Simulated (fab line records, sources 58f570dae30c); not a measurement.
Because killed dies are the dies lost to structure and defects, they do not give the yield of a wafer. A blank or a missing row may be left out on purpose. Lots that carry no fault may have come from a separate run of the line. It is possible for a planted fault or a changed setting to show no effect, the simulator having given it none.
fab line records	flow berkeley-cmos170
record lots=7	wafers=21	last-day=13
route steps=331 shown CONTACT@218
lots untouched by any fault: they come from a run of this same line in which no faults occurred
start-h: the number of hours between the record's first day and the start of the first shown wafer of the lot	wait-h: how many hours have passed since the lot's step before this one	" identical to the entry in the row above	L1.1+2: several wafers, shown together as one row	- no value present, or no start provided	* or withheld: withheld	< > ~ a bound
route shown NAME@n: NAME is a module with steps in the file, n the number in the route of the first one	usual: mean and standard deviation over wafers with no fault	same: alike in all rows	chamber/n: place in a boat	sites: the reading at each site	_std_site: how widely they spread, as a standard deviation	_edge_site: inner sites' mean taken away from outer sites' mean	radius-mm: for every site, how far away it sits from the centre of the wafer	mask NAME#n: copy n	behind: the last tool/chamber to shape the wafer	hold: reason for holding the lot/hours on hold/outcome of the hold	device: transistor that didn't switch, given as n, p or np	end of line: the same wafers' tests at the end of the route	where a step has no rows: the recipe by itself	killed: dies lost to structure and defects at the first sort, not the wafer's yield	map: dies across one wafer; x = killed, . = not, _ = none there
set.NAME: the setting the step ran with; set.NAME@STEP: the setting that earlier step ran with	model.NAME: the simulator's own value behind a step, which no gauge read
lots at selected steps of the route; one table per step, one row per wafer
services: when a tool's chamber went out of use (start-h, in hours from the record's first day, below 0 if earlier), for how many hours, and the reason
## steps
# step UCB170_CONTACT_THK_MEAS_02
# recipe reads=PSG_of_CONTACT_CVD_01
# usual CONTACT_PSG_THK=700/6.6
lot.wafer	tool	chamber	start-h	wait-h	CONTACT_PSG_THK[nm]
L936.1	film-metro-03	-	227.73	0.0	701
L936.4	"	-	"	"	700
L936.6	"	-	"	"	697
L941.2	film-metro-04	-	236.94	0.0	695
L941.3	"	-	"	"	697
L941.4	"	-	"	"	689
L940.2	film-metro-03	-	250.85	0.0	694
L940.3	"	-	"	"	699
L940.6	"	-	"	"	697
L942.2	film-metro-03	-	252.58	0.0	708
L942.3	"	-	"	"	705
L942.4	"	-	"	"	709
L943.3	film-metro-01	-	252.59	0.0	704
L943.5	"	-	"	"	702
L943.6	"	-	"	"	708
L946.2	film-metro-03	-	258.87	0.0	700
L946.3	"	-	"	"	699
L946.5	"	-	"	"	701
L950.4	film-metro-01	-	289.67	0.0	687
L950.5	"	-	"	"	689
L950.6	"	-	"	"	697
# step UCB170_CONTACT_HMDS_03
# recipe prime-time-s=60	prime-temp-c=100
# step UCB170_CONTACT_COAT_04
# recipe resist=KrF	spin-rpm=1500	resist-thk-nm=900
# step UCB170_CONTACT_SOFTBAKE_05
# recipe resist=KrF	temp-c=130	time-s=60
# step UCB170_CONTACT_STRIP_06
# recipe chemistry=O2	power-w=400	pressure-mtorr=3500	platen-temp-c=withheld	o2-flow-sccm=400	overash-fraction=0.5
# usual drypump-motor-current-A=6.00/0.28	oes-product-au=0.735/0.0048	strip-time-to-endpoint-s=22.00/0.069
# same overash-fraction=0.5
lot.wafer	tool	chamber	start-h	wait-h	drypump-motor-current-A	oes-product-au	rf-hours-counter-h	strip-time-to-endpoint-s
L936.1	plasma-asher-01	1	228.24	0.1	6.01	0.739	12	22.10
L936.4	"	0	"	"	5.89	0.734	-	22.11
L936.6	"	1	"	"	5.99	0.749	-	22.05
L941.2	plasma-asher-01	1	237.44	0.1	5.99	0.727	13	22.04
L941.3	"	1	"	"	6.05	0.732	-	22.11
L941.4	"	0	"	"	5.93	0.728	-	22.04
L940.2	plasma-asher-04	0	251.53	0.1	6.30	0.735	48	22.12
L940.3	"	1	"	"	5.70	0.732	-	22.09
L940.6	"	0	"	"	6.30	0.728	-	22.04
L942.2	plasma-asher-04	1	253.08	0.1	5.72	0.743	48	21.94
L942.3	"	0	"	"	6.28	0.729	-	22.02
L942.4	"	1	"	"	5.69	0.733	-	21.96
L943.3	plasma-asher-01	1	253.44	0.1	6.06	0.736	-	22.00
L943.5	"	0	"	"	5.89	0.731	-	21.95
L943.6	"	1	"	"	6.04	0.735	-	21.98
L946.2	plasma-asher-01	1	259.55	0.1	6.01	0.732	15	21.94
L946.3	"	0	"	"	5.86	0.742	-	21.89
L946.5	"	0	"	"	5.89	0.733	-	21.84
L950.4	plasma-asher-01	0	290.43	0.1	5.91	0.731	-	22.10
L950.5	"	1	"	"	6.02	0.732	-	22.04
L950.6	"	0	"	"	5.89	0.729	-	22.11
# step UCB170_CONTACT_CLEAN_07
# recipe chemistry=SPM	temp-c=120	time-s=600
# step UCB170_CONTACT_RTA_08
# recipe temp-c=900	time-s=10	ambient=N2
# usual chamber-o2-ppm=1.997/0.025	lamp-power-pct=24.6/0.32	wafer_temp_C_max=904.1/0.99
lot.wafer	tool	chamber	start-h	wait-h	chamber-o2-ppm	lamp-power-pct	wafer_temp_C_max
L936.1	rtp-anneal-01	0	228.67	0.0	1.997	24.3	902.7
L936.4	"	0	"	"	2.021	24.2	903.6
L936.6	"	0	"	"	1.998	24.2	903.2
L941.2	rtp-anneal-01	0	237.74	0.0	1.992	24.2	902.8
L941.3	"	0	"	"	2.015	24.3	902.8
L941.4	"	0	"	"	2.029	24.3	904.0
L940.2	rtp-anneal-01	0	251.85	0.0	2.016	24.2	904.0
L940.3	"	0	"	"	1.995	24.3	903.5
L940.6	"	0	"	"	1.991	24.2	902.8
L942.2	rtp-anneal-02	0	253.37	0.0	1.978	24.9	904.4
L942.3	"	0	"	"	2.022	24.9	904.2
L942.4	"	0	"	"	2.022	24.9	904.7
L943.3	rtp-anneal-01	0	253.71	0.0	2.019	24.3	903.5
L943.5	"	0	"	"	2.027	24.2	903.9
L943.6	"	0	"	"	2.009	24.3	903.2
L946.2	rtp-anneal-01	0	259.84	0.0	1.930	24.3	902.8
L946.3	"	0	"	"	1.977	24.2	902.9
L946.5	"	0	"	"	1.984	24.3	903.0
L950.4	rtp-anneal-02	0	290.72	0.0	1.987	24.9	904.4
L950.5	"	0	"	"	2.037	24.9	904.1
L950.6	"	0	"	"	2.005	24.9	904.4
# step UCB170_CONTACT_COAT_09
# recipe resist=BARC	temp-c=withheld	time-s=withheld	spin-rpm=3000	resist-thk-nm=withheld
# step UCB170_CONTACT_COAT_10
# recipe resist=KrF	spin-rpm=1500	resist-thk-nm=900
# step UCB170_CONTACT_SOFTBAKE_11
# recipe resist=KrF	temp-c=130	time-s=60
# step UCB170_CONTACT_EXPOSE_12
# recipe mask-id=CONT	target-cd-nm=700	na=0.5	sigma-outer=0.6	source-shape=conventional	dose-mj=35
# step UCB170_CONTACT_PEB_13
# recipe peb-temp-c=130	peb-time-s=withheld	resist=KrF
# step UCB170_CONTACT_DEVELOP_14
# recipe developer=TMAH	develop-time-s=45	resist=KrF	dev-temp-c=21
# usual chill-plate-temp-C=23.00/0.093	develop-time-s=45/0	developer-temp-C=21.00/0.1
lot.wafer	tool	chamber	start-h	wait-h	chill-plate-temp-C	develop-time-s	developer-temp-C	model.KrF_of_CONTACT_COAT_10.thk-nm
L936.1	litho-track-03	0	229	-	23.16	45	20.93	890.3
L936.4	"	0	"	"	22.90	45	21.01	889.1
L936.6	"	0	"	"	23.02	45	20.98	888.3
L941.2	litho-track-01	0	239	-	22.85	45	20.96	890.4
L941.3	"	0	"	"	22.91	45	20.96	887.5
L941.4	"	0	"	"	22.99	45	20.99	889.8
L940.2	litho-track-03	-	253	-	-	-	-	904.7
L940.3	"	-	"	"	-	-	-	905.3
L940.6	"	-	"	"	-	-	-	905.4
L942.2	litho-track-04	-	254	-	-	-	-	900
L942.3	"	-	"	"	-	-	-	900.4
L942.4	"	-	"	"	-	-	-	900.1
L943.3	litho-track-03	-	255	-	-	-	-	904.3
L943.5	"	-	"	"	-	-	-	902.8
L943.6	"	-	"	"	-	-	-	901.8
L946.2	litho-track-03	0	261	-	22.90	45	20.99	886.2
L946.3	"	0	"	"	22.95	45	20.96	885
L946.5	"	0	"	"	22.98	45	20.99	882.8
L950.4	litho-track-01	0	292	-	23.03	45	21.09	891.5
L950.5	"	0	"	"	23.13	45	21.06	890
L950.6	"	0	"	"	23.04	45	21.00	889.2
# step UCB170_CONTACT_CD_MEAS_15
# recipe target-cd-nm=700
# usual cd-nm=699.7/1.2
lot.wafer	tool	chamber	start-h	wait-h	cd-nm
L936.1	cd-sem-02	-	229.81	-	698.1
L936.4	"	-	"	"	697.7
L936.6	"	-	"	"	698.6
L941.2	cd-sem-02	-	239.86	-	701.8
L941.3	"	-	"	"	701.5
L941.4	"	-	"	"	701.3
L940.2	cd-sem-02	-	253.34	-	-
L940.3	"	-	"	"	-
L940.6	"	-	"	"	-
L942.2	cd-sem-01	-	255.00	-	-
L942.3	"	-	"	"	-
L942.4	"	-	"	"	-
L943.3	cd-sem-01	-	255.54	-	-
L943.5	"	-	"	"	-
L943.6	"	-	"	"	-
L946.2	cd-sem-02	-	261.27	-	701.0
L946.3	"	-	"	"	700.7
L946.5	"	-	"	"	699.9
L950.4	cd-sem-02	-	292.13	-	698.4
L950.5	"	-	"	"	698.4
L950.6	"	-	"	"	698.5
## services
tool	chamber	start-h	hours	kind
plasma-asher-01	-	207.41	2.8	pm
plasma-asher-04	-	284.63	1.3	repair
rtp-anneal-01	-	290.50	4.5	pm
## key
first-sign step=UCB170_CONTACT_DEVELOP_14	reading=tool-record	direction=missing
effect none on later readings
model-effect step=UCB170_CONTACT_DEVELOP_14	value=KrF_of_CONTACT_COAT_10.thk-nm	without=888.6	struck=902.8
met-at UCB170_CONTACT_DEVELOP_14
struck-wafers L940.2,L940.3,L940.6,L942.2,L942.3,L942.4,L943.3,L943.5,L943.6
later-rows-left-out L940.2,L940.3,L940.6,L942.2,L942.3,L942.4,L943.3,L943.5,L943.6
sort-left-out L940.2,L940.3,L940.6,L942.2,L942.3,L942.4,L943.3,L943.5,L943.6
tester-left-out L940,L942,L943
onset-between 229 253
fault kind=skipped-step-whole	tool=litho-track-03,litho-track-04	chamber=-	onset-h=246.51	steps=UCB170_CONTACT_DEVELOP_14	scope=struck-lots-only
# tester-left-out: of these lots the tester's yield and bins aren't shown, on N5 and GAA mostly nor the transistor test; their killed dies are dies lost to structure and defects alone, not to doping, threshold or leakage, so they don't give the yield
# sort-left-out: the simulated sort isn't trusted on such a fault, so these wafers' sort isn't shown, and their yield isn't known
# later-rows-left-out: the simulator's readings of these wafers behind a module that went badly wrong aren't trusted and aren't shown, but for the sort
